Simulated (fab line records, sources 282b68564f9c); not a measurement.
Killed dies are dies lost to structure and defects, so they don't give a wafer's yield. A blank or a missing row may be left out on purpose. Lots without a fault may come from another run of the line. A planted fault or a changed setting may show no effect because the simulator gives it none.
A struck lot beside a sound one | flow rit_cmos | 15 steps out of a route of 202
Sound: wafers L935.2, L935.5, L935.6. Struck: wafers L954.2, L954.4, L954.6. The cause comes at the end.
At each step with rows: each side's tool, then ch and its chambers, then its first start. Under that, the readings that differ: sound wafers | struck wafers | difference of the means | sigmas: that difference in standard deviations of wafers without a fault.
alike: readings whose means differ by less than 2 such deviations, and words and numbers that are the same on both sides. not compared: withheld readings, readings that some wafer has no value for, bounds like >300 that may hide the same value, and numbers for which the record gives no deviation and whose values overlap.
The two part at a step that has a row with sigmas, a row that says differs or no value, or rows on one side only. Numbers that don't overlap but have no deviation are shown without sigmas and don't part them. A reading that every wafer of one side lacks parts them only if that side has two wafers or more.

RIT_GATE_THK_MEAS_07:
  sound on film_metro-04, day 2 15:42; struck on film_metro-01, day 6 16:37
  reading             | sound          | struck         | difference | sigmas
  GATE_OXIDE_THK (nm) | 3.05 3.03 3.04 | 2.84 2.86 2.90 | -0.17      | -2
then, 1 step without rows for these wafers: RIT_GATE_CVD_08 (deposits poly-Si from SiH4, target thk 250 nm, time 2220 s).
RIT_GATE_THK_MEAS_09:
  sound on film_metro-03, day 2 17:23; struck on film_metro-01, day 6 18:17
  alike: GATE_POLY_THK
then, 6 steps without rows for these wafers: RIT_GATE_HMDS_10 (prime time 60 s); RIT_GATE_COAT_11 (resist thk 850 nm); RIT_GATE_SOFTBAKE_12 (time 60 s); RIT_GATE_EXPOSE_13 (exposes mask M6, target cd 150 nm); RIT_GATE_PEB_14; RIT_GATE_DEVELOP_15 (develop time 50 s).
RIT_GATE_CD_MEAS_16: target cd 150 nm.
  sound on cd_sem-02, day 2 18:25; struck on cd_sem-02, day 6 19:12
  alike: cd_nm
RIT_GATE_OVL_MEAS_17:
  sound on overlay-01, day 2 18:32; struck on overlay-01, day 6 19:19
  alike: GATE_OVL
then, 1 step without rows for these wafers: RIT_GATE_HARDBAKE_18 (time 60 s).
RIT_GATE_ETCH_19: etches poly-Si in SF6/CHF3/O2, stops on SiO2, time 165 s, target depth 312.5 nm.
  sound on rie_si-01 ch 0,3, day 2 18:43; struck on rie_si-02 ch 1,2, day 6 19:29
  no value came back on the struck wafers for any of 6 readings (CHF3_flow_sccm (sccm), O2_flow_sccm (sccm) and others); on the sound wafers CHF3_flow_sccm (sccm) reads 30.16 30.09 29.99
  reading                                   | sound             | struck            | difference | sigmas
  model.NOVOLAK_of_GATE_COAT_11.thk_nm (nm) | 669.8 670.8 669.3 | 747.4 746.4 750.1 | +78.0      |
  not compared: rf_hours_counter_h
RIT_GATE_STRIP_20: strips in O2, time 180 s.
  sound on plasma_asher-01 ch 0,1, day 2 18:49; struck on plasma_asher-01 ch 0,1, day 6 19:36
  alike: drypump_motor_current_A, o2_flow_sccm
  not compared: rf_hours_counter_h
RIT_GATE_CD_MEAS_90: target cd 150 nm.
  sound on cd_sem-01, day 2 19:01; struck on cd_sem-02, day 6 19:47
  reading    | sound             | struck | difference                    | sigmas
  cd_nm (nm) | 154.2 153.9 153.1 | - - -  | no value on the struck wafers |

WHERE THEY PART
First at RIT_GATE_THK_MEAS_07; last, within this record, at RIT_GATE_CD_MEAS_90.

WHY: what the simulator had put in
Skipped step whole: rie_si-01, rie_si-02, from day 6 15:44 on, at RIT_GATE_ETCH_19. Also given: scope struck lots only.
